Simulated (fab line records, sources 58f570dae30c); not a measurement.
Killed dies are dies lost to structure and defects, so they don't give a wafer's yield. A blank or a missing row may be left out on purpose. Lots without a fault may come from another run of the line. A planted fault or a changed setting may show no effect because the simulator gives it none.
Tool commonality check | flow berkeley_cmos170 | 14 lots, 48 wafers sampled

WHY IT WAS OPENED
At UCB170_M3_RS_MEAS_02 the reading M3_AL_RS is flagged on 2 of 14 lots. Wafers without a fault read 0.0321 ohm/sq, standard deviation 0.00038.
Rule: a lot is flagged when every wafer of it that has a number lies more than 4 standard deviations from that mean, or none has a number. The other lots count as sound.

lot  | measured     | on            | M3_AL_RS (ohm/sq), wafer by wafer         | flag
L339 | day 8 21:32  | film_metro-03 | 0.0322 0.0321 0.0319                      |
L341 | day 9 03:27  | film_metro-03 | 0.0321 0.0324 0.0315                      |
L342 | day 9 04:10  | film_metro-02 | 0.0319 0.0324 0.0324                      |
L343 | day 10 00:08 | film_metro-03 | 0.0319 0.0323 0.0321                      |
L345 | day 10 00:40 | film_metro-01 | 0.0319 0.0319 0.0321                      |
L346 | day 10 10:24 | film_metro-02 | 0.0329 0.0328 0.0328                      |
L348 | day 10 11:09 | film_metro-03 | 0.0313 0.0314 0.0315                      |
L347 | day 10 12:46 | film_metro-03 | 0.0318 0.0321 0.0322                      |
L353 | day 11 19:35 | film_metro-03 | 0.0439 0.0438 0.0436 0.0439 0.0439 0.0436 | FLAGGED
L355 | day 12 12:28 | film_metro-03 | 0.0434 0.0437 0.0439 0.0434 0.0436 0.0438 | FLAGGED
L357 | day 12 12:43 | film_metro-02 | 0.0321 0.0321 0.0322                      |
L361 | day 13 01:44 | film_metro-01 | 0.0317 0.0316 0.0319                      |
L359 | day 13 02:41 | film_metro-03 | 0.0326 0.0326 0.0327                      |
L360 | day 13 18:14 | film_metro-01 | 0.0323 0.0322 0.0322                      |
The numbers of the flagged lots are 0.0437 ohm/sq on average: +0.0116 ohm/sq against the usual, or +31 standard deviations.

WHICH TOOL RAN EACH LOT
The record holds 1 process step before the reading, out of a route of 331 steps. In each cell: the tool, then ch and the chambers that the sampled wafers went through, then the start.
lot  | flag    | UCB170_M3_SPUTTER_01
L339 |         | pvd_sputter-03, day 8 21:28
L341 |         | pvd_sputter-02, day 9 03:22
L342 |         | pvd_sputter-03, day 9 04:05
L343 |         | pvd_sputter-02, day 10 00:02
L345 |         | pvd_sputter-03, day 10 00:35
L346 |         | pvd_sputter-04, day 10 10:19
L348 |         | pvd_sputter-02, day 10 11:02
L347 |         | pvd_sputter-02, day 10 12:39
L353 | FLAGGED | pvd_sputter-02, day 11 19:28
L355 | FLAGGED | pvd_sputter-02, day 12 12:23
L357 |         | pvd_sputter-03, day 12 12:37
L361 |         | pvd_sputter-03, day 13 01:40
L359 |         | pvd_sputter-04, day 13 02:35
L360 |         | pvd_sputter-04, day 13 18:10
What these steps do:
- UCB170_M3_SPUTTER_01: material Al, target thk 900 nm, time 120 s.
- UCB170_M3_RS_MEAS_02: measures by four-point-probe.

FLAGGED OVER TOTAL, TOOL BY TOOL (the gauges that took the reading come last)
step                 | tool           | lots run | flagged | share of the flagged lots | sound lots run after its first flagged lot
UCB170_M3_SPUTTER_01 | pvd_sputter-02 | 6        | 2       | all                       | 0
UCB170_M3_SPUTTER_01 | pvd_sputter-03 | 5        | 0       | none                      | -
UCB170_M3_SPUTTER_01 | pvd_sputter-04 | 3        | 0       | none                      | -
UCB170_M3_RS_MEAS_02 | film_metro-01  | 3        | 0       | none                      | -
UCB170_M3_RS_MEAS_02 | film_metro-02  | 3        | 0       | none                      | -
UCB170_M3_RS_MEAS_02 | film_metro-03  | 8        | 2       | all                       | 1 (L359)

WHAT THE TABLE ALLOWS
2 rows of the table ran every flagged lot: pvd_sputter-02 at UCB170_M3_SPUTTER_01, film_metro-03 at UCB170_M3_RS_MEAS_02.
- pvd_sputter-02 at UCB170_M3_SPUTTER_01: 2 of its 6 lots flagged. Its last sound lot is L347 (day 10 12:39), its first flagged lot L353 (day 11 19:28): a fault that began between those two fits.
- film_metro-03 at UCB170_M3_RS_MEAS_02: 2 of its 8 lots flagged. Sound lots ran on it after the first flagged one (L359), which a lasting fault on the whole tool wouldn't allow.
One tool is left: pvd_sputter-02 at UCB170_M3_SPUTTER_01.

WHAT THE SIMULATOR HAD PUT IN
Process parameter drift: pvd_sputter-02, from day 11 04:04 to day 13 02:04, at UCB170_M3_SPUTTER_01. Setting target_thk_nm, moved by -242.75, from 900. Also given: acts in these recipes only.
Lots struck among those shown: L353, L355. The rule above found the same.
